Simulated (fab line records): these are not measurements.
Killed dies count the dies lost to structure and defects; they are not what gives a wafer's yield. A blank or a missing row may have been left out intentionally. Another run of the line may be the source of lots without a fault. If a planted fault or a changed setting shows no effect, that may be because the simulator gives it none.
One fault through the eyes of 2 desks -- flow rit-cmos -- only its own numbers are on each desk; what lay behind them is given at the end

## AT THE METROLOGY DESK
What the gauges read, lot by lot, whatever tool the lot ran on: means of the sampled wafers that have a number. If a lot's mean is further than 4 standard deviations from the usual mean, the lot is out of limits and carries the mark OUT (the distance appears in the brackets).
Columns: A = PLDD_OVL at RIT_PLDD_OVL_MEAS_06, usual 0.0 nm; B = PLDD_TW at RIT_PLDD_TW_MEAS_10, usual 2343; C = SPACER_NITRIDE_THK at RIT_SPACER_THK_MEAS_04, usual 251.0 nm
lot,first seen here,A,B,C
L712,day 3 05:02,-2.1,2353,247.7
L714,day 3 15:58,0.4,2329,251.9
L722,day 5 07:06,0.8,2325,256.1
L725,day 5 22:48,0.7,2328,250.4
L729,day 6 18:29,0.7,2335,250.6
L733,day 7 14:05,0.3,2352,252.9
This desk found nothing out of limits on any of the 6 lots.

## THE TOOL OWNER'S DESK: rie-diel-04
The tool's own readings at RIT_SPACER_ETCHBACK_05 (etches Si3N4 in SF6/CHF3, stops on SiO2, target depth 250 nm, time 240 s): means of the sampled wafers that have a number, for each lot that ran on this tool. If a lot's mean is further than 4 standard deviations from the usual mean, the lot is out of limits and carries the mark OUT (the distance appears in the brackets).
Columns: A = drypump-motor-current-A at RIT_SPACER_ETCHBACK_05, usual 5.9 A; B = oes-product-au at RIT_SPACER_ETCHBACK_05, usual 0.850 a.u.; C = throttle-valve-pct at RIT_SPACER_ETCHBACK_05, usual 10.27 %
lot,first seen here,A,B,C
L714,day 3 18:55,5.9,0.847,10.17
L722,day 5 10:01,5.8,0.855,10.17
L725,day 6 01:43,5.8,0.847,10.14
This desk found nothing out of limits on any of the 3 lots.

## PUT TOGETHER
From the metrology desk's view, nothing was out of limits.
The tool owner's desk saw nothing out of limits.

## WHAT THE SIMULATOR HAD INSERTED
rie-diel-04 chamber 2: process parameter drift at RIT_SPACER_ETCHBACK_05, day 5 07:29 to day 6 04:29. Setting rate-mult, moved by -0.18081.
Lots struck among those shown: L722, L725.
